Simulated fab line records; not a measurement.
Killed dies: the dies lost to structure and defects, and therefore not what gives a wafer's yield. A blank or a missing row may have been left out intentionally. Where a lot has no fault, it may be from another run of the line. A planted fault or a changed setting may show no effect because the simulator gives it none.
A single fault, viewed from 2 desks	flow berkeleyCmos170	each desk holds nothing but its own numbers, with what lay behind them at the end

## FROM THE METROLOGY DESK
What the gauges read for every lot (on any tool): the sampled wafers with a number, averaged. If a lot's mean is further than 4 standard deviations from the usual mean, the lot is out of limits and carries the mark OUT (the distance appears in the brackets).
Columns: A = cdNm at UCB170_M3_CD_MEAS_90, usual 701 nm
lot	first seen here	A
L262	day 8 02:58	701
L260	day 8 03:47	702
L261	day 8 03:48	700
L267	day 9 13:47	685 (-4.7) OUT
L266	day 9 15:02	681 (-5.6) OUT
L272	day 10 00:44	700
L275	day 10 21:32	699
L274	day 10 21:59	703
L277	day 11 08:01	699
L278	day 11 21:12	700
L280	day 12 01:08	698
L283	day 13 00:31	703
This desk's finding: out of limits on L266, L267; first on L267, day 9 13:47 (cdNm at UCB170_M3_CD_MEAS_90). L262, L260, L261, L272, L275, L274, L277, L278, L280, L283: within limits.

## DESK OF THE TOOL OWNER: rieMetal-03
The tool's own readings at UCB170_M3_METAL_ETCH_18 (etches Al in Cl2/BCl3, stops on SiO2, target depth 1170 nm, time 195 s): means of the sampled wafers that have a number, for each lot that ran on this tool. If a lot's mean is further than 4 standard deviations from the usual mean, the lot is out of limits and carries the mark OUT (the distance appears in the brackets).
Columns: A = drypumpMotorCurrentA at UCB170_M3_METAL_ETCH_18, usual 5.3 A; B = oesProductAu at UCB170_M3_METAL_ETCH_18, usual 0.855 a.u.; C = throttleValvePct at UCB170_M3_METAL_ETCH_18, usual 24.67 %
lot	first seen here	A	B	C
L261	day 8 03:16	4.9	0.869	24.83
L267	day 9 13:26	5.3	0.841	24.69
L266	day 9 14:44	5.3	0.848	24.69
Finding of this desk: none of the 3 lots has anything out of limits.

## PUT TOGETHER
Metrology desk: alarm possible at day 9 13:47 on L266, L267.
The desk of the tool owner found nothing out of limits.
On record at the tool owner's desk: L266, L267, within its limits.
UCB170_M3_METAL_ETCH_18 was run on rieMetal-03 by each of the lots named.

## WHAT THE SIMULATOR PUT IN
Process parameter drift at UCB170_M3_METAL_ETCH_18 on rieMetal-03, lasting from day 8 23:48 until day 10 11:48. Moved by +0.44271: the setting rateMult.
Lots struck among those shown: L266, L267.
Hours from the fault's start to each desk's first reading out of limits: the metrology desk, 14.
